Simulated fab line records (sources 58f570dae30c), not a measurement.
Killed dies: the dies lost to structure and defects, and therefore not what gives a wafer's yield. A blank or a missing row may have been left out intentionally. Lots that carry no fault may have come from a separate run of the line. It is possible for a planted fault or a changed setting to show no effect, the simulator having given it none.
What tool caused it? / flow berkeley-cmos170 / 15 lots, 45 wafers sampled, at 2 steps of a route of 331

WHAT THE GAUGES SHOWED, per wafer
UCB170_CONTACT_CD_MEAS_90 targets a cd of 700 nm. Usual: 699.8 nm for cd-nm, sd 1.4.
lot=L331; measured=day 7 00:29; on=cd-sem-02; cd-nm (nm)=701.0 700.4 699.8; flag=
lot=L332; measured=day 7 00:32; on=cd-sem-01; cd-nm (nm)=699.1 699.4 701.1; flag=
lot=L336; measured=day 7 19:04; on=cd-sem-01; cd-nm (nm)=699.7 698.3 698.3; flag=
lot=L341; measured=day 8 23:12; on=cd-sem-01; cd-nm (nm)=- - -; flag=OFF
lot=L340; measured=day 9 01:34; on=cd-sem-01; cd-nm (nm)=- - -; flag=OFF
lot=L342; measured=day 9 05:01; on=cd-sem-02; cd-nm (nm)=- - -; flag=OFF
lot=L343; measured=day 9 08:30; on=cd-sem-02; cd-nm (nm)=697.2 697.7 699.2; flag=
lot=L345; measured=day 10 00:37; on=cd-sem-01; cd-nm (nm)=696.9 698.9 698.3; flag=
lot=L347; measured=day 10 12:20; on=cd-sem-01; cd-nm (nm)=700.9 698.2 699.5; flag=
lot=L348; measured=day 10 21:43; on=cd-sem-02; cd-nm (nm)=698.1 699.9 699.3; flag=
lot=L349; measured=day 10 22:31; on=cd-sem-02; cd-nm (nm)=699.8 700.7 699.8; flag=
lot=L350; measured=day 11 07:30; on=cd-sem-02; cd-nm (nm)=699.2 701.8 698.1; flag=
lot=L352; measured=day 11 18:07; on=cd-sem-01; cd-nm (nm)=701.9 700.4 700.4; flag=
lot=L351; measured=day 11 18:58; on=cd-sem-01; cd-nm (nm)=702.0 702.2 700.2; flag=
lot=L353; measured=day 12 03:26; on=cd-sem-01; cd-nm (nm)=699.1 698.2 699.0; flag=

WHAT TOOL EACH LOT RAN ON (gives the tool, then ch and the chambers of the sampled wafers, and finally the start)
lot=L331; UCB170_CONTACT_ETCH_18=rie-diel-01 ch 0,3, day 7 00:00
lot=L332; UCB170_CONTACT_ETCH_18=rie-diel-04 ch 1,2,3, day 7 00:00
lot=L336; UCB170_CONTACT_ETCH_18=rie-diel-04 ch 0,1,3, day 7 18:00
lot=L341; UCB170_CONTACT_ETCH_18=rie-diel-01 ch 1,2, day 8 22:00
lot=L340; UCB170_CONTACT_ETCH_18=rie-diel-01 ch 1,2,3, day 9 01:00
lot=L342; UCB170_CONTACT_ETCH_18=rie-diel-04 ch 0,1,3, day 9 04:00
lot=L343; UCB170_CONTACT_ETCH_18=rie-diel-01 ch 0,1,2, day 9 08:00
lot=L345; UCB170_CONTACT_ETCH_18=rie-diel-02 ch 2,3, day 10 00:00
lot=L347; UCB170_CONTACT_ETCH_18=rie-diel-01 ch 1,3, day 10 12:00
lot=L348; UCB170_CONTACT_ETCH_18=rie-diel-01 ch 0,1,3, day 10 21:00
lot=L349; UCB170_CONTACT_ETCH_18=rie-diel-04 ch 1,3, day 10 22:00
lot=L350; UCB170_CONTACT_ETCH_18=rie-diel-02 ch 0,3, day 11 07:00
lot=L352; UCB170_CONTACT_ETCH_18=rie-diel-04 ch 2,3, day 11 17:00
lot=L351; UCB170_CONTACT_ETCH_18=rie-diel-04 ch 0,1,3, day 11 18:00
lot=L353; UCB170_CONTACT_ETCH_18=rie-diel-04 ch 1,2, day 12 03:00
- UCB170_CONTACT_ETCH_18: etches PSG in CHF3/CF4/Ar, stops on TiSi2, target depth 840 nm, time 195 s.

WHAT THE TOOLS THEMSELVES READ (means of the sampled wafers that have a number; where no wafer has one, the mark that the record gives instead)
UCB170_CONTACT_ETCH_18. Usual: CHF3_flow_sccm 45.00 sccm, standard deviation 0.13; cf4-flow-sccm 15.00 sccm, standard deviation 0.046; drypump-motor-current-A 5.8 A, standard deviation 0.41; mfc-ar-sccm 150.0 sccm, standard deviation 0.44; oes-product-au 0.894 a.u., standard deviation 0.0096; rf-fwd-power-W 697.8 W, standard deviation 2.3; throttle-valve-pct 6.95 %, standard deviation 0.13.
lot=L331; tool=rie-diel-01; CHF3_flow_sccm (sccm)=44.97; cf4-flow-sccm (sccm)=15.00; drypump-motor-current-A (A)=5.5; mfc-ar-sccm (sccm)=149.4; oes-product-au (a.u.)=0.889; rf-fwd-power-W (W)=696.0; throttle-valve-pct (%)=6.96; flag=
lot=L332; tool=rie-diel-04; CHF3_flow_sccm (sccm)=45.06; cf4-flow-sccm (sccm)=14.99; drypump-motor-current-A (A)=6.0; mfc-ar-sccm (sccm)=149.9; oes-product-au (a.u.)=0.895; rf-fwd-power-W (W)=695.8; throttle-valve-pct (%)=7.09; flag=
lot=L336; tool=rie-diel-04; CHF3_flow_sccm (sccm)=44.97; cf4-flow-sccm (sccm)=15.02; drypump-motor-current-A (A)=6.0; mfc-ar-sccm (sccm)=149.8; oes-product-au (a.u.)=0.897; rf-fwd-power-W (W)=699.5; throttle-valve-pct (%)=7.07; flag=
lot=L341; tool=rie-diel-01; CHF3_flow_sccm (sccm)=-; cf4-flow-sccm (sccm)=-; drypump-motor-current-A (A)=-; mfc-ar-sccm (sccm)=-; oes-product-au (a.u.)=-; rf-fwd-power-W (W)=-; throttle-valve-pct (%)=-; flag=OFF
lot=L340; tool=rie-diel-01; CHF3_flow_sccm (sccm)=-; cf4-flow-sccm (sccm)=-; drypump-motor-current-A (A)=-; mfc-ar-sccm (sccm)=-; oes-product-au (a.u.)=-; rf-fwd-power-W (W)=-; throttle-valve-pct (%)=-; flag=OFF
lot=L342; tool=rie-diel-04; CHF3_flow_sccm (sccm)=-; cf4-flow-sccm (sccm)=-; drypump-motor-current-A (A)=-; mfc-ar-sccm (sccm)=-; oes-product-au (a.u.)=-; rf-fwd-power-W (W)=-; throttle-valve-pct (%)=-; flag=OFF
lot=L343; tool=rie-diel-01; CHF3_flow_sccm (sccm)=44.95; cf4-flow-sccm (sccm)=15.00; drypump-motor-current-A (A)=5.8; mfc-ar-sccm (sccm)=150.0; oes-product-au (a.u.)=0.878; rf-fwd-power-W (W)=698.8; throttle-valve-pct (%)=6.86; flag=
lot=L345; tool=rie-diel-02; CHF3_flow_sccm (sccm)=45.10; cf4-flow-sccm (sccm)=15.00; drypump-motor-current-A (A)=6.1; mfc-ar-sccm (sccm)=149.9; oes-product-au (a.u.)=0.894; rf-fwd-power-W (W)=698.1; throttle-valve-pct (%)=6.82; flag=
lot=L347; tool=rie-diel-01; CHF3_flow_sccm (sccm)=44.90; cf4-flow-sccm (sccm)=14.98; drypump-motor-current-A (A)=5.2; mfc-ar-sccm (sccm)=149.9; oes-product-au (a.u.)=0.888; rf-fwd-power-W (W)=696.3; throttle-valve-pct (%)=6.86; flag=
lot=L348; tool=rie-diel-01; CHF3_flow_sccm (sccm)=44.99; cf4-flow-sccm (sccm)=15.01; drypump-motor-current-A (A)=5.5; mfc-ar-sccm (sccm)=150.2; oes-product-au (a.u.)=0.883; rf-fwd-power-W (W)=698.7; throttle-valve-pct (%)=6.89; flag=
lot=L349; tool=rie-diel-04; CHF3_flow_sccm (sccm)=45.05; cf4-flow-sccm (sccm)=15.00; drypump-motor-current-A (A)=6.1; mfc-ar-sccm (sccm)=150.6; oes-product-au (a.u.)=0.903; rf-fwd-power-W (W)=698.0; throttle-valve-pct (%)=7.08; flag=
lot=L350; tool=rie-diel-02; CHF3_flow_sccm (sccm)=45.03; cf4-flow-sccm (sccm)=14.97; drypump-motor-current-A (A)=6.2; mfc-ar-sccm (sccm)=150.1; oes-product-au (a.u.)=0.884; rf-fwd-power-W (W)=696.2; throttle-valve-pct (%)=6.82; flag=
lot=L352; tool=rie-diel-04; CHF3_flow_sccm (sccm)=45.05; cf4-flow-sccm (sccm)=15.02; drypump-motor-current-A (A)=6.3; mfc-ar-sccm (sccm)=149.9; oes-product-au (a.u.)=0.898; rf-fwd-power-W (W)=696.5; throttle-valve-pct (%)=7.10; flag=
lot=L351; tool=rie-diel-04; CHF3_flow_sccm (sccm)=45.01; cf4-flow-sccm (sccm)=15.04; drypump-motor-current-A (A)=6.0; mfc-ar-sccm (sccm)=150.6; oes-product-au (a.u.)=0.893; rf-fwd-power-W (W)=698.3; throttle-valve-pct (%)=7.08; flag=
lot=L353; tool=rie-diel-04; CHF3_flow_sccm (sccm)=45.01; cf4-flow-sccm (sccm)=15.00; drypump-motor-current-A (A)=5.8; mfc-ar-sccm (sccm)=150.4; oes-product-au (a.u.)=0.896; rf-fwd-power-W (W)=698.9; throttle-valve-pct (%)=7.09; flag=

THE ANSWER, worked out from the rows above alone
Rule: lot off if the mean of its wafers having a number is beyond 3 standard deviations from the usual mean. Also off: a lot with no number at a reading for which 4 or more lots have one. All remaining lots with rows at the step are treated as sound. First the gauges in route order, then the tools' own readings, where a lot's mean is used as printed above. At the first step where some lot is off, the reading lying furthest off is the one used; lots without a number count as furthest.
Off: L341, L340, L342, at UCB170_CONTACT_CD_MEAS_90 (cd-nm). Without a number there: L341, L340, L342.
A tool fits if, at a process step before that reading, it ran every lot that is off, and no sound lot after the first of them. Not tried: the gauges at UCB170_CONTACT_CD_MEAS_90; whatever is off there is also off at UCB170_CONTACT_ETCH_18, on other tools, and gauge error can't account for it. Of those tried, none fits.

WHAT THE SIMULATOR HAD PUT IN
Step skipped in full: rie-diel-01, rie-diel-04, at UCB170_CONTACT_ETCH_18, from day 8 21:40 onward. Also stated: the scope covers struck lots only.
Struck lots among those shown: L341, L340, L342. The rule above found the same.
